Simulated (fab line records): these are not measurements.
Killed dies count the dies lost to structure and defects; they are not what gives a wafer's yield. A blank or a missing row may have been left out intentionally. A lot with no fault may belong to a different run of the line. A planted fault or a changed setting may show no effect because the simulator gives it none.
2 desks looking at one fault + flow berkeley-cmos170 + numbers are kept per desk, each desk with only its own; the story behind them comes last

## DESK OF THE TOOL OWNER: plasma-asher-01
The tool's own readings at UCB170_M1_STRIP_13 (strips in O2): means of the sampled wafers that have a number, for each lot that ran on this tool. Marked OUT: a lot whose mean sits more than 4 standard deviations from the usual mean, which makes it out of limits; the brackets give that distance.
Columns: A = drypump-motor-current-A at UCB170_M1_STRIP_13, usual 5.7 A; B = oes-product-au at UCB170_M1_STRIP_13, usual 0.720 a.u.
| lot  | first seen here | A   | B     |
|------|-----------------|-----|-------|
| L164 | day 8 09:14     | 6.0 | 0.721 |
| L166 | day 8 14:04     | 5.8 | 0.725 |
| L178 | day 11 09:04    | 6.0 | 0.718 |
Finding of this desk: none of the 3 lots has anything out of limits.

## THE METROLOGY DESK
Lot by lot, what the gauges showed, no matter which tool ran the lot: averages of those sampled wafers that carry a number. Marked OUT: a lot whose mean sits more than 4 standard deviations from the usual mean, which makes it out of limits; the brackets give that distance.
Columns: A = SCREENOX_OXIDE_THK at UCB170_SCREENOX_THK_MEAS_02, usual 13.81 nm
| lot  | first seen here | A     |
|------|-----------------|-------|
| L159 | day 5 14:34     | 13.81 |
| L160 | day 5 14:35     | 13.58 |
| L158 | day 5 14:37     | 13.62 |
| L164 | day 6 12:52     | 13.97 |
| L166 | day 6 21:53     | 13.48 |
| L173 | day 8 10:36     | 14.23 |
| L176 | day 8 17:02     | 13.37 |
| L175 | day 8 21:23     | 13.65 |
| L178 | day 9 11:15     | 13.83 |
| L179 | day 9 11:17     | 14.16 |
| L180 | day 9 21:46     | 13.97 |
| L181 | day 10 05:34    | 13.49 |
Finding of this desk: none of the 12 lots has anything out of limits.

## BROUGHT TOGETHER
The desk of the tool owner found nothing out of limits.
The metrology desk saw nothing out of limits.

## WHAT WAS PUT IN BY THE SIMULATOR
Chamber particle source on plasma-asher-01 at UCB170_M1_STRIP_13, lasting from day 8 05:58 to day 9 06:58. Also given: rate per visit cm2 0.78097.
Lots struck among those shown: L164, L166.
